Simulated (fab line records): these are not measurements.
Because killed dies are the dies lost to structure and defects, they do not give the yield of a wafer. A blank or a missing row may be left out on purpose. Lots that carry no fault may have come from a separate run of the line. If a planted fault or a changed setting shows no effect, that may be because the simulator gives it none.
Comparing a struck lot with a sound one :: flow berkeleyCmos170 :: 15 steps out of a route of 331
Sound: the wafers L258.2, L258.4, L258.6. Wafers struck: L268.1, L268.3, L268.5. Last of all comes the cause.
Order at every step that has rows: each side's tool, ch and its chambers, its first start. Under that, the readings that differ: sound wafers :: struck wafers :: difference of the means :: sigmas: that difference in standard deviations of wafers without a fault.
alike: same words and numbers on both sides, and readings whose means sit less than 2 such deviations apart. not compared: any withheld reading, any reading some wafer has no value for, any bound like >300 that may hide the same value, and any number with overlapping values for which the record gives no deviation.
The two part at a step that has a row with sigmas, a row that says differs or no value, or rows on one side only. Numbers that don't overlap but have no deviation are shown without sigmas and don't part them. A reading missing from all wafers of one side parts the sides only when that side holds two or more wafers.

UCB170_PWELL_THK_MEAS_03:
  sound: filmMetro-01 at day 3 03:38; struck: filmMetro-01 at day 5 03:40
  alike: PWELL_OXIDE_THK
then, 2 steps without rows for these wafers: UCB170_PWELL_ANNEAL_04 (time 900 s); UCB170_PWELL_CVD_05 (deposits Si3N4 from SiH2Cl2/NH3, target thk 220 nm, time 3300 s).
UCB170_PWELL_THK_MEAS_06:
  sound: filmMetro-02 at day 3 11:08; struck: filmMetro-02 at day 5 10:01
  alike: PWELL_NITRIDE_THK
then, 6 steps without rows for these wafers: UCB170_PWELL_HMDS_07 (prime time 60 s); UCB170_PWELL_COAT_08 (resist thk 900 nm); UCB170_PWELL_SOFTBAKE_09 (time 60 s); UCB170_PWELL_EXPOSE_10 (exposes mask PWELL, target cd 3000 nm); UCB170_PWELL_PEB_11; UCB170_PWELL_DEVELOP_12 (develop time 45 s).
UCB170_PWELL_OVL_MEAS_13:
  sound: overlay-02 at day 3 12:20; struck: overlay-02 at day 5 11:53
  alike: PWELL_OVL
UCB170_PWELL_ETCH_14: etches Si3N4 in CH3F/Ar/O2, stops on SiO2, target depth 242 nm, time 151 s.
  sound on rieDiel-01 ch 0,3, day 3 12:22; struck on rieDiel-02 ch 0,1,2, day 5 11:55
  alike: drypumpMotorCurrentA, oesProductAu, throttleValvePct
  not compared: rfHoursCounterH
UCB170_PWELL_IMPLANT_15:
  sound on implanter-01 ch 0, day 3 12:29; struck on implanter-01 ch 0, day 5 12:01
reading: beamEnergyKeV
sound: 60.035 60.039 60.030
struck: 62.418 62.408 62.415
difference: +2.379
sigmas: +99 or more

reading: model.implant.rpNm (nm)
sound: 186.7 186.7 186.7
struck: 199 199 199
difference: +12
sigmas: 

reading: model.implant.drpNm (nm)
sound: 64.7 64.7 64.7
struck: 66.05 66.05 66.05
difference: +1.35
sigmas: 
  alike: beamOnS, endStationPressureTorr
UCB170_PWELL_STRIP_16: strips in O2.
  sound on plasmaAsher-02 ch 0,1, day 3 12:37; struck on plasmaAsher-01 ch 0,1, day 5 12:10
  alike: drypumpMotorCurrentA, oesProductAu, stripTimeToEndpointS
  not compared: rfHoursCounterH
UCB170_M3_PROBE_99:
  the record has rows for the sound wafers here (prober-01, day 8 03:32) and none for the struck ones

== WHERE THEY PART ==
Last at UCB170_M3_PROBE_99 as far as this record goes, first at UCB170_PWELL_IMPLANT_15.

WHY: what the simulator had put in
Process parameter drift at UCB170_PWELL_IMPLANT_15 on implanter-01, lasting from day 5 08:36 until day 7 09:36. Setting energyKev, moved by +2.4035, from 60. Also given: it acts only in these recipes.
